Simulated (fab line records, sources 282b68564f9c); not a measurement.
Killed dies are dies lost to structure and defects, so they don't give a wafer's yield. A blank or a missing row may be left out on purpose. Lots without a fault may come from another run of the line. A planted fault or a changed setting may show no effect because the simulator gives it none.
fab line records | flow rit_cmos
record lots=14 wafers=42 last_day=7
route steps=202 shown NLDD@108
lots that met no fault: from a run of the same line without faults
start_h: hours from the record's first day to the start of the lot's first wafer shown | wait_h: hours since the lot's step before | " the same as in the row above | L1.1+2: a row that stands for several wafers | - no value, or no start given | * or withheld: withheld | < > ~ a bound
route shown NAME@n: a module of which the file shows steps, and the number in the route of the first | usual: mean/standard deviation of fault-free wafers | same: alike in all rows | chamber/n: place in a boat | sites: the reading at each site | _std_site: their standard deviation | _edge_site: outer sites' mean less inner sites' | radius_mm: how far each site lies from the wafer's centre | mask NAME#n: copy n | behind: the tool/chamber that last shaped the wafer | hold: why the lot was held/for how many hours/how that ended | device: the transistor (n, p or np) that didn't switch | end of line: the same wafers' tests at the end of the route | a step without rows: its recipe alone | killed: dies lost to structure and defects at the first sort, not the wafer's yield | map: a wafer's dies, x killed, . not, _ none there
set.NAME: the setting as run; set.NAME@STEP: as run at that earlier step | model.NAME: the simulator's own value behind a step, which no gauge read
steps of the route over a sample of lots; a table a step, a row a wafer
## steps
# step RIT_NLDD_DEVELOP_05
# recipe resist=NOVOLAK develop_time_s=50 dev_temp_c=23
# usual developer_temp_C=23.01/0.12
# same develop_time_s=50
# columns lot.wafer tool chamber start_h wait_h developer_temp_C
L678.2 litho_track-03 0 42 - 22.82
L678.3 " 0 " " 22.84
L678.4 " 0 " " 22.81
L679.1 litho_track-02 0 46 - 23.27
L679.3 " 0 " " 23.11
L679.6 " 0 " " 23.16
L681.1 litho_track-03 0 57 - 23.17
L681.2 " 0 " " 23.06
L681.6 " 0 " " 23.10
L684.1 litho_track-03 0 73 - 22.88
L684.4 " 0 " " 23.03
L684.6 " 0 " " 23.08
L685.1 litho_track-04 0 77 - 23.23
L685.3 " 0 " " 23.13
L685.6 " 0 " " 23.16
L686.1 litho_track-02 0 82 - 22.89
L686.2 " 0 " " 23.12
L686.4 " 0 " " 22.95
L688.1 litho_track-04 0 90 - 23.12
L688.3 " 0 91 - 22.91
L688.4 " 0 " " 23.12
L689.4 litho_track-04 0 97 - 22.87
L689.5 " 0 " " 23.00
L689.6 " 0 " " 22.89
L690.2 litho_track-02 0 102 - 22.90
L690.3 " 0 " " 23.10
L690.5 " 0 " " 22.94
L692.3 litho_track-04 0 111 - 23.11
L692.4 " 0 " " 23.03
L692.5 " 0 " " 23.00
L693.1 litho_track-02 0 115 - 22.97
L693.2 " 0 " " 23.07
L693.4 " 0 " " 22.88
L694.2 litho_track-02 0 120 - 23.11
L694.3 " 0 " " 23.12
L694.6 " 0 " " 23.01
L698.1 litho_track-04 0 144 - 22.13
L698.2 " 0 " " 22.03
L698.6 " 0 " " 22.17
L701.1 litho_track-04 0 157 - 22.07
L701.2 " 0 " " 22.08
L701.3 " 0 " " 22.29
## key
first_sign step=RIT_NLDD_DEVELOP_05 reading=developer_temp_C direction=down sigmas=7.4 usual=* struck=*
effect none on later readings
met_at RIT_NLDD_DEVELOP_05
struck_lots L698,L701
tester_left_out L698,L701
onset_between 111 144
fault kind=process_parameter_drift tool=litho_track-04 chamber=- onset_h=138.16 steps=RIT_NLDD_DEVELOP_05 channel=dev_temp_c offset=* shape=step end_h=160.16 acts_in=* stated=*
# tester_left_out: of these lots the tester's yield and bins aren't shown, on N5 and GAA mostly nor the transistor test; their killed dies are dies lost to structure and defects alone, not to doping, threshold or leakage, so they don't give the yield
